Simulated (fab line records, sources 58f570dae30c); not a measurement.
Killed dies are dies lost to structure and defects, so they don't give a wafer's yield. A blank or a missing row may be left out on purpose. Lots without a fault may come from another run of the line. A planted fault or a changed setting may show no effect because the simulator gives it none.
fab line records | flow berkeley_cmos170
record lots=14 wafers=42 last_day=13
route steps=331 shown NWELL@28 SILICIDE@213 M2@287 M3@311
lots that met no fault: from a run of the same line without faults
start_h: hours from the record's first day to the start of the lot's first wafer shown | wait_h: hours since the lot's step before | " the same as in the row above | L1.1+2: a row that stands for several wafers | - no value, or no start given | * or withheld: withheld | < > ~ a bound
route shown NAME@n: a module of which the file shows steps, and the number in the route of the first | usual: mean/standard deviation of fault-free wafers | same: alike in all rows | chamber/n: place in a boat | sites: the reading at each site | _std_site: their standard deviation | _edge_site: outer sites' mean less inner sites' | radius_mm: how far each site lies from the wafer's centre | mask NAME#n: copy n | behind: the tool/chamber that last shaped the wafer | hold: why the lot was held/for how many hours/how that ended | device: the transistor (n, p or np) that didn't switch | end of line: the same wafers' tests at the end of the route | a step without rows: its recipe alone | killed: dies lost to structure and defects at the first sort, not the wafer's yield | map: a wafer's dies, x killed, . not, _ none there
set.NAME: the setting as run; set.NAME@STEP: as run at that earlier step | model.NAME: the simulator's own value behind a step, which no gauge read
steps of the route over a sample of lots; a table a step, a row a wafer
services: from which hour (start_h, from the record's first day; less than 0 if before it) a tool's chamber was out of use, for how many hours, and why
## steps
# step UCB170_NWELL_IMPLANT_14
# recipe species=P dose_cm2=1e+13 energy_kev=151.1 tilt_deg=7
# usual dose_ions_cm2=1.0002e+13/1e+10 faraday_current_uA=31.7/0.66
# columns lot.wafer tool chamber start_h wait_h dose_ions_cm2 faraday_current_uA
L395.1 implanter-01 0 50.12 0.1 9.996e+12 31.3
L395.2 " 0 " " 9.993e+12 32.3
L395.5 " 0 " " 9.989e+12 31.5
L396.1 implanter-02 0 59.74 0.1 1.0019e+13 31.7
L396.4 " 0 " " 9.999e+12 32.1
L396.5 " 0 " " 9.992e+12 31.6
L397.2 implanter-01 0 60.15 0.1 9.993e+12 31.6
L397.3 " 0 " " 9.994e+12 31.3
L397.6 " 0 " " 1.0009e+13 31.1
L399.2 implanter-02 0 76.07 0.1 9.986e+12 32.0
L399.5 " 0 " " 1e+13 32.2
L399.6 " 0 " " 1.0007e+13 32.3
L400.1 implanter-02 0 76.34 0.1 9.993e+12 32.5
L400.4 " 0 " " 9.997e+12 31.3
L400.6 " 0 " " 1.001e+13 31.7
L401.2 implanter-02 0 83.08 0.1 9.992e+12 31.7
L401.5 " 0 " " 9.999e+12 32.8
L401.6 " 0 " " 9.995e+12 31.9
L402.3 implanter-02 0 83.56 0.1 1.0022e+13 31.4
L402.5 " 0 " " 1.001e+13 30.8
L402.6 " 0 " " 1.0017e+13 31.2
L403.1 implanter-04 0 97.96 0.1 1.0004e+13 32.2
L403.4 " 0 " " 9.992e+12 30.8
L403.6 " 0 " " 1.0011e+13 30.7
L404.1 implanter-02 0 98.00 0.1 9.998e+12 31.6
L404.3 " 0 " " 1e+13 31.2
L404.6 " 0 " " 9.995e+12 31.4
L405.1 implanter-01 0 98.16 0.1 1.0008e+13 31.5
L405.2 " 0 " " 9.994e+12 31.6
L405.3 " 0 " " 1.0002e+13 31.6
L409.3 implanter-04 0 124.13 0.1 1.0004e+13 32.8
L409.5 " 0 " " 9.994e+12 32.1
L409.6 " 0 " " 1.0003e+13 31.2
L411.3 implanter-01 0 124.69 0.1 1.0005e+13 32.5
L411.5 " 0 " " 1.0008e+13 32.2
L411.6 " 0 " " 1.0014e+13 33.2
L410.3 implanter-02 0 124.86 0.1 9.206e+12 29.8
L410.4 " 0 " " 9.203e+12 30.2
L410.5 " 0 " " 9.189e+12 29.1
L413.2 implanter-02 0 139.67 0.1 9.195e+12 29.2
L413.3 " 0 " " 9.198e+12 30.2
L413.4 " 0 " " 9.196e+12 28.5
# step UCB170_NWELL_TW_MEAS_16
# usual NWELL_TW=1258/6.5
# columns lot.wafer tool chamber start_h wait_h NWELL_TW
L395.1 film_metro-02 - 50.37 0.1 1259
L395.2 " - " " 1259
L395.5 " - " " 1258
L396.1 film_metro-04 - 59.99 0.1 1248
L396.4 " - " " 1254
L396.5 " - " " 1252
L397.2 film_metro-02 - 60.39 0.1 1257
L397.3 " - " " 1265
L397.6 " - " " 1258
L399.2 film_metro-03 - 76.31 0.1 1247
L399.5 " - " " 1244
L399.6 " - " " 1253
L400.1 film_metro-02 - 76.59 0.1 1269
L400.4 " - " " 1271
L400.6 " - " " 1273
L401.2 film_metro-03 - 83.32 0.1 1247
L401.5 " - " " 1248
L401.6 " - " " 1245
L402.3 film_metro-04 - 83.78 0.1 1249
L402.5 " - " " 1241
L402.6 " - " " 1252
L403.1 film_metro-02 - 98.21 0.1 1256
L403.4 " - " " 1261
L403.6 " - " " 1257
L404.1 film_metro-03 - 98.25 0.1 1251
L404.3 " - " " 1252
L404.6 " - " " 1254
L405.1 film_metro-04 - 98.41 0.1 1256
L405.2 " - " " 1259
L405.3 " - " " 1259
L409.3 film_metro-03 - 124.35 0.1 1260
L409.5 " - " " 1258
L409.6 " - " " 1260
L411.3 film_metro-02 - 124.91 0.1 1259
L411.5 " - " " 1257
L411.6 " - " " 1263
L410.3 film_metro-02 - 125.08 0.1 1221
L410.4 " - " " 1231
L410.5 " - " " 1229
L413.2 film_metro-03 - 139.91 0.1 1231
L413.3 " - " " 1222
L413.4 " - " " 1226
# step UCB170_SILICIDE_THK_MEAS_03
# recipe thk_meas_gauge=xrf reads=Ti_of_SILICIDE_SPUTTER_01
# usual SILICIDE_TI_THK=30.2/0.37
# columns lot.wafer tool chamber start_h wait_h SILICIDE_TI_THK[nm]
L396.1 film_metro-02 - 187.01 0.1 29.7
L396.4 " - " " 29.8
L396.5 " - " " 29.7
L395.1 film_metro-01 - 187.18 0.1 29.6
L395.2 " - " " 30.0
L395.5 " - " " 29.8
L397.2 film_metro-02 - 187.67 0.1 30.1
L397.3 " - " " 30.1
L397.6 " - " " 29.8
L400.1 film_metro-02 - 210.01 0.1 30.3
L400.4 " - " " 30.7
L400.6 " - " " 30.2
L399.2 film_metro-02 - 210.20 0.1 30.2
L399.5 " - " " 30.3
L399.6 " - " " 30.2
L401.2 film_metro-01 - 210.57 0.1 29.7
L401.5 " - " " 30.0
L401.6 " - " " 29.9
L402.3 film_metro-02 - 219.45 0.1 30.1
L402.5 " - " " 30.1
L402.6 " - " " 30.5
L404.1 film_metro-02 - 224.25 0.1 30.4
L404.3 " - " " 30.3
L404.6 " - " " 30.6
L405.1 film_metro-03 - 224.53 0.1 31.1
L405.2 " - " " 30.7
L405.3 " - " " 30.8
L403.1 film_metro-03 - 224.88 0.1 30.2
L403.4 " - " " 30.5
L403.6 " - " " 30.4
L410.3 film_metro-01 - 264.69 0.1 30.2
L410.4 " - " " 30.3
L410.5 " - " " 30.2
L409.3 film_metro-02 - 264.79 0.1 30.6
L409.5 " - " " 30.6
L409.6 " - " " 30.3
L411.3 film_metro-02 - 265.11 0.1 30.6
L411.5 " - " " 30.6
L411.6 " - " " 30.8
L413.2 film_metro-02 - 277.62 0.1 30.4
L413.3 " - " " 30.3
L413.4 " - " " 30.5
# step UCB170_M2_OVL_MEAS_16
# usual M2_OVL=-2/4.8
# columns lot.wafer tool chamber start_h wait_h M2_OVL[nm]
L396.1 overlay-02 - 204.14 0.1 -1
L396.4 " - " " -5
L396.5 " - " " -1
L395.1 overlay-02 - 204.26 0.1 -2
L395.2 " - " " 0
L395.5 " - " " -1
L397.2 overlay-01 - 209.43 0.1 -1
L397.3 " - " " 0
L397.6 " - " " 5
L399.2 overlay-02 - 224.25 0.1 -1
L399.5 " - " " 2
L399.6 " - " " 2
L400.1 overlay-01 - 225.54 0.1 -17
L400.4 " - " " -3
L400.6 " - " " -8
L401.2 overlay-02 - 226.46 0.1 4
L401.5 " - " " 1
L401.6 " - " " 5
L402.3 overlay-02 - 233.55 0.1 -6
L402.5 " - " " -3
L402.6 " - " " 3
L404.1 overlay-01 - 240.14 0.1 -2
L404.3 " - " " 1
L404.6 " - " " -7
L405.1 overlay-01 - 240.38 0.1 -6
L405.2 " - " " 2
L405.3 " - " " -5
L403.1 overlay-02 - 242.71 0.1 2
L403.4 " - " " -8
L403.6 " - " " -3
L410.3 overlay-01 - 278.47 0.1 0
L410.4 " - " " -4
L410.5 " - " " 4
L411.3 overlay-02 - 283.88 0.1 -5
L411.5 " - " " -7
L411.6 " - " " -5
L409.3 overlay-01 - 286.61 0.1 -11
L409.5 " - " " -8
L409.6 " - " " -4
L413.2 overlay-01 - 294.05 0.1 -9
L413.3 " - " " -8
L413.4 " - " " -13
# step UCB170_M3_RS_MEAS_02
# recipe thk_meas_gauge=four-point-probe reads=Al_of_M3_SPUTTER_01
# usual M3_AL_RS=0.03215/0.00027
# columns lot.wafer tool chamber start_h wait_h M3_AL_RS[ohm/sq]
L395.1 film_metro-03 - 209.06 0.0 0.03183
L395.2 " - " " 0.0321
L395.5 " - " " 0.03203
L396.1 film_metro-03 - 209.63 0.0 0.03237
L396.4 " - " " 0.03225
L396.5 " - " " 0.03238
L397.2 film_metro-04 - 213.77 0.1 0.03176
L397.3 " - " " 0.03189
L397.6 " - " " 0.03179
L399.2 film_metro-03 - 227.23 0.1 0.03187
L399.5 " - " " 0.03191
L399.6 " - " " 0.03204
L400.1 film_metro-03 - 229.63 0.0 0.03223
L400.4 " - " " 0.03219
L400.6 " - " " 0.03218
L401.2 film_metro-03 - 230.45 0.1 0.03197
L401.5 " - " " 0.03185
L401.6 " - " " 0.03212
L402.3 film_metro-03 - 236.70 0.1 0.03217
L402.5 " - " " 0.03232
L402.6 " - " " 0.03235
L404.1 film_metro-04 - 244.10 0.1 0.03208
L404.3 " - " " 0.03206
L404.6 " - " " 0.03216
L405.1 film_metro-01 - 244.15 0.1 0.03202
L405.2 " - " " 0.03208
L405.3 " - " " 0.03224
L403.1 film_metro-03 - 246.25 0.0 0.03203
L403.4 " - " " 0.03198
L403.6 " - " " 0.03201
L410.3 film_metro-04 - 284.53 0.1 0.03186
L410.4 " - " " 0.03189
L410.5 " - " " 0.03198
L411.3 film_metro-03 - 287.60 0.1 0.03212
L411.5 " - " " 0.0321
L411.6 " - " " 0.03249
L409.3 film_metro-01 - 289.63 0.1 0.0321
L409.5 " - " " 0.03247
L409.6 " - " " 0.03233
L413.2 film_metro-04 - 297.15 0.1 0.03207
L413.3 " - " " 0.03205
L413.4 " - " " 0.03219
## services
# columns tool chamber start_h hours kind
implanter-04 - 69.48 2.7 pm
implanter-04 - 81.74 1.5 repair
implanter-02 - 83.76 2.1 pm
implanter-01 - 84.56 3.4 pm
implanter-04 - 139.27 44.8 pm
## key
first_sign step=UCB170_NWELL_IMPLANT_14 reading=dose_ions_cm2 direction=down sigmas=81 usual=1.0002e+13 struck=9.198e+12
effect step=UCB170_NWELL_IMPLANT_14 reading=faraday_current_uA direction=down sigmas=3.4 usual=31.7 struck=29.5
effect step=UCB170_NWELL_TW_MEAS_16 reading=NWELL_TW direction=down sigmas=4.9 usual=1258 struck=1227
met_at UCB170_NWELL_IMPLANT_14
struck_lots L410,L413
tester_left_out L410,L413
not_acting_at UCB170_SILICIDE_THK_MEAS_03,UCB170_M2_OVL_MEAS_16,UCB170_M3_RS_MEAS_02
onset_between 98.00 124.86
fault kind=process_parameter_drift tool=implanter-02 chamber=- onset_h=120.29 steps=UCB170_NWELL_IMPLANT_14 channel=dose_cm2 offset=-8e+11 shape=step end_h=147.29 acts_in=these_recipes_only stated=1e+13
# tester_left_out: of these lots the tester's yield and bins aren't shown, on N5 and GAA mostly nor the transistor test; their killed dies are dies lost to structure and defects alone, not to doping, threshold or leakage, so they don't give the yield
